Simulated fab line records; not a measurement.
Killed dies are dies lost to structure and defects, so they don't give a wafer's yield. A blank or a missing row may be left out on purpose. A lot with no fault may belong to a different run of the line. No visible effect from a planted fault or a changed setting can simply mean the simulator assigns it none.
The same fault as seen by 2 desks + flow berkeley_cmos170 + what lay behind the numbers comes last; until then each desk has only its own

== METROLOGY DESK ==
Means of the sampled wafers that have a number, per lot and without regard to the tool the lot ran on: this is what the gauges read. If a lot's mean is further than 4 standard deviations from the usual mean, the lot is out of limits and carries the mark OUT (the distance appears in the brackets).
Columns: A = cd_nm at UCB170_M2_CD_MEAS_90, usual 702 nm; B = cd_nm at UCB170_V2_CD_MEAS_12, usual 699.4 nm
| lot  | first seen here | A   | B     |
|------|-----------------|-----|-------|
| L187 | day 9 00:32     | 703 | 699.2 |
| L189 | day 9 01:16     | 702 | 700.2 |
| L188 | day 9 02:23     | 708 | 699.7 |
| L190 | day 9 15:09     | 701 | 698.9 |
| L193 | day 10 02:35    | 696 | 695.2 |
| L198 | day 10 18:09    | 703 | 699.6 |
| L195 | day 10 18:19    | 707 | 698.7 |
| L199 | day 11 04:03    | 713 | 699.1 |
| L202 | day 12 03:41    | 702 | 698.6 |
| L203 | day 12 04:56    | 702 | 697.9 |
| L206 | day 13 03:21    | 703 | 701.8 |
| L208 | day 13 11:14    | 703 | 700.1 |
| L207 | day 13 16:15    | 708 | 700.8 |
This desk's verdict: no lot among the 13 shows anything out of limits.

== THE TOOL OWNER'S DESK: rie_metal-02 ==
The tool's own readings at UCB170_M2_METAL_ETCH_18 (etches Al in Cl2/BCl3, stops on SiO2, target depth 1170 nm, time 195 s): means of the sampled wafers that have a number, for each lot that ran on this tool. If a lot's mean is further than 4 standard deviations from the usual mean, the lot is out of limits and carries the mark OUT (the distance appears in the brackets).
Columns: A = bcl3_flow_sccm at UCB170_M2_METAL_ETCH_18, usual 44.98 sccm; B = drypump_motor_current_A at UCB170_M2_METAL_ETCH_18, usual 5.8 A; C = oes_product_au at UCB170_M2_METAL_ETCH_18, usual 0.855 a.u.; D = throttle_valve_pct at UCB170_M2_METAL_ETCH_18, usual 24.11 %
| lot  | first seen here | A     | B   | C                | D     |
|------|-----------------|-------|-----|------------------|-------|
| L189 | day 9 00:59     | 44.99 | 6.3 | 0.842            | 24.41 |
| L193 | day 10 02:17    | 45.01 | 6.2 | 0.834            | 24.42 |
| L199 | day 11 03:46    | 45.23 | 6.2 | 0.725 (-8.1) OUT | 24.47 |
This desk's verdict: out of limits on L199, starting with L199 at day 11 03:46 (oes_product_au at UCB170_M2_METAL_ETCH_18). Within limits: L189, L193.

== BROUGHT TOGETHER ==
At day 11 03:46, on L199, the tool owner's desk was in a position to raise an alarm.
Nothing out of limits was seen by the metrology desk.
The metrology desk has L199 on record, within its limits.
All the named lots went through UCB170_M2_METAL_ETCH_18 on rie_metal-02.

== WHAT THE SIMULATOR PUT IN ==
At UCB170_M2_METAL_ETCH_18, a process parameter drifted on rie_metal-02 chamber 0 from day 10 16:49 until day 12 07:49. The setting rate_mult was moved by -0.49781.
Lots struck among those shown: L199.
Delay in hours, fault start to first out-of-limits reading, by desk: the tool owner's desk at 11.
